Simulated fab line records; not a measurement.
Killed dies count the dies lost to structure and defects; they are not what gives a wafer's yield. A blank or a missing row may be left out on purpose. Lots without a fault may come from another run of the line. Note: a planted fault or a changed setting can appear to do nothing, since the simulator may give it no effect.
Split-lot study || flow ritCmos || on a route of 202 steps: 5 lots, 23 wafers read

== THE SPLIT ==
At RIT_M1_SPUTTER_00 (material Al, target thk 400 nm, time 500 s), the setting timeS was moved away from the recipe's 500 s on 5 of the 23 wafers read, by -8.0% to +9.3%. All remaining wafers had this setting at the recipe value.

== FROM SPLIT TO READING: 1 step shown by the file between the two ==
- RIT_M1_RS_MEAS_01: measures by four-point-probe

== THE READING ==
M1_AL_THK, in nm, at RIT_M1_THK_MEAS_02 (measures by xrf). A value of 404 nm with a standard deviation of 5.6 nm is what fault-free wafers of this fab line usually give.

{"wafer": "L075.2", "tool, chamber at the split": "pvdSputter-03, -", "timeS as run, s": 500, "against the recipe": "recipe", "M1_AL_THK, nm": 396, "against lot-mates on the recipe": "-"}
{"wafer": "L075.3", "tool, chamber at the split": "pvdSputter-03, -", "timeS as run, s": 500, "against the recipe": "recipe", "M1_AL_THK, nm": 396, "against lot-mates on the recipe": "-"}
{"wafer": "L075.4", "tool, chamber at the split": "pvdSputter-03, -", "timeS as run, s": 500, "against the recipe": "recipe", "M1_AL_THK, nm": 391, "against lot-mates on the recipe": "-"}
{"wafer": "L075.5", "tool, chamber at the split": "pvdSputter-03, -", "timeS as run, s": 500, "against the recipe": "recipe", "M1_AL_THK, nm": 398, "against lot-mates on the recipe": "-"}
{"wafer": "L075.6", "tool, chamber at the split": "pvdSputter-03, -", "timeS as run, s": 500, "against the recipe": "recipe", "M1_AL_THK, nm": 398, "against lot-mates on the recipe": "-"}
{"wafer": "L076.1", "tool, chamber at the split": "pvdSputter-04, -", "timeS as run, s": 459.8, "against the recipe": "-8.0%", "M1_AL_THK, nm": 366, "against lot-mates on the recipe": -41}
{"wafer": "L076.2", "tool, chamber at the split": "pvdSputter-04, -", "timeS as run, s": 500, "against the recipe": "recipe", "M1_AL_THK, nm": 407, "against lot-mates on the recipe": "-"}
{"wafer": "L076.3", "tool, chamber at the split": "pvdSputter-04, -", "timeS as run, s": 459.8, "against the recipe": "-8.0%", "M1_AL_THK, nm": 381, "against lot-mates on the recipe": -26}
{"wafer": "L076.5", "tool, chamber at the split": "pvdSputter-04, -", "timeS as run, s": 459.8, "against the recipe": "-8.0%", "M1_AL_THK, nm": 368, "against lot-mates on the recipe": -39}
{"wafer": "L076.6", "tool, chamber at the split": "pvdSputter-04, -", "timeS as run, s": 500, "against the recipe": "recipe", "M1_AL_THK, nm": 407, "against lot-mates on the recipe": "-"}
{"wafer": "L077.1", "tool, chamber at the split": "pvdSputter-03, -", "timeS as run, s": 500, "against the recipe": "recipe", "M1_AL_THK, nm": 407, "against lot-mates on the recipe": "-"}
{"wafer": "L077.3", "tool, chamber at the split": "pvdSputter-03, -", "timeS as run, s": 500, "against the recipe": "recipe", "M1_AL_THK, nm": 410, "against lot-mates on the recipe": "-"}
{"wafer": "L077.4", "tool, chamber at the split": "pvdSputter-03, -", "timeS as run, s": 500, "against the recipe": "recipe", "M1_AL_THK, nm": 413, "against lot-mates on the recipe": "-"}
{"wafer": "L077.5", "tool, chamber at the split": "pvdSputter-03, -", "timeS as run, s": 500, "against the recipe": "recipe", "M1_AL_THK, nm": 409, "against lot-mates on the recipe": "-"}
{"wafer": "L077.6", "tool, chamber at the split": "pvdSputter-03, -", "timeS as run, s": 500, "against the recipe": "recipe", "M1_AL_THK, nm": 411, "against lot-mates on the recipe": "-"}
{"wafer": "L080.1", "tool, chamber at the split": "pvdSputter-02, -", "timeS as run, s": 500, "against the recipe": "recipe", "M1_AL_THK, nm": 411, "against lot-mates on the recipe": "-"}
{"wafer": "L080.2", "tool, chamber at the split": "pvdSputter-02, -", "timeS as run, s": 500, "against the recipe": "recipe", "M1_AL_THK, nm": 407, "against lot-mates on the recipe": "-"}
{"wafer": "L080.3", "tool, chamber at the split": "pvdSputter-02, -", "timeS as run, s": 500, "against the recipe": "recipe", "M1_AL_THK, nm": 404, "against lot-mates on the recipe": "-"}
{"wafer": "L080.4", "tool, chamber at the split": "pvdSputter-02, -", "timeS as run, s": 546.5, "against the recipe": "+9.3%", "M1_AL_THK, nm": 434, "against lot-mates on the recipe": "+27"}
{"wafer": "L080.6", "tool, chamber at the split": "pvdSputter-02, -", "timeS as run, s": 546.5, "against the recipe": "+9.3%", "M1_AL_THK, nm": 446, "against lot-mates on the recipe": "+39"}
{"wafer": "L081.2", "tool, chamber at the split": "pvdSputter-03, -", "timeS as run, s": 500, "against the recipe": "recipe", "M1_AL_THK, nm": 412, "against lot-mates on the recipe": "-"}
{"wafer": "L081.3", "tool, chamber at the split": "pvdSputter-03, -", "timeS as run, s": 500, "against the recipe": "recipe", "M1_AL_THK, nm": 406, "against lot-mates on the recipe": "-"}
{"wafer": "L081.4", "tool, chamber at the split": "pvdSputter-03, -", "timeS as run, s": 500, "against the recipe": "recipe", "M1_AL_THK, nm": 403, "against lot-mates on the recipe": "-"}

FIT RESULTS
A straight line over all 23 wafers: M1_AL_THK changes by +3.96 nm for each +1% of timeS; r = +0.93; the points scatter about the line by 6.6 nm.
The same after taking each lot's own level away (the mean of its wafers on the recipe; 23 wafers): +3.97 nm for each +1%; r = +0.97; scatter 4.3 nm.
On that fit, the largest move of timeS shifts the reading by 37 nm.
Across the lots, their own levels run from 395.8 to 410.0 nm, a range of 2.5 times the standard deviation given above.
Consequently the slope shifts little with the lot-to-lot level, the two slopes agreeing.
Check: +40 nm against its lot-mates is what the line predicts for one of the wafers moved furthest among these (+9.3%) when that wafer is left out of the fit. It came out at +26.7 nm against them.

== FURTHER SPLITS ON THESE WAFERS ==
These wafers also went through other splits before the reading. Each is held against what the fit with the lots' levels taken away leaves over:
{"other split on the same wafers": "RIT_SILICIDE_SPUTTER_01 timeS", "wafers away from the commonest value": 8, "r with M1_AL_THK (lot level and that fit taken away)": -0.17}

== THE WHOLE CHAIN: every reading that the file lists as answering this split, in the file's order ==
{"step": "RIT_M1_SPUTTER_00", "what it does": "material Al, target thk 400 nm, time 500 s", "reading": "Al_of_M1_SPUTTER_00.thkNm (the simulator's own value, which no gauge read)", "change (the file's fit)": "+4 nm for each +1% of the setting", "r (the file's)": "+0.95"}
{"step": "RIT_M1_RS_MEAS_01", "what it does": "measures by four-point-probe", "reading": "M1_AL_RS", "change (the file's fit)": "-0.000726 for each +1% of the setting", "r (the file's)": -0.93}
{"step": "RIT_M1_THK_MEAS_02", "what it does": "measures by xrf", "reading": "M1_AL_THK", "change (the file's fit)": "+3.89 for each +1% of the setting", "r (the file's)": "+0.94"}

== FILE'S OWN FIT ==
M1_AL_THK changes by +3.89 nm for each +1% of timeS, r = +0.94.
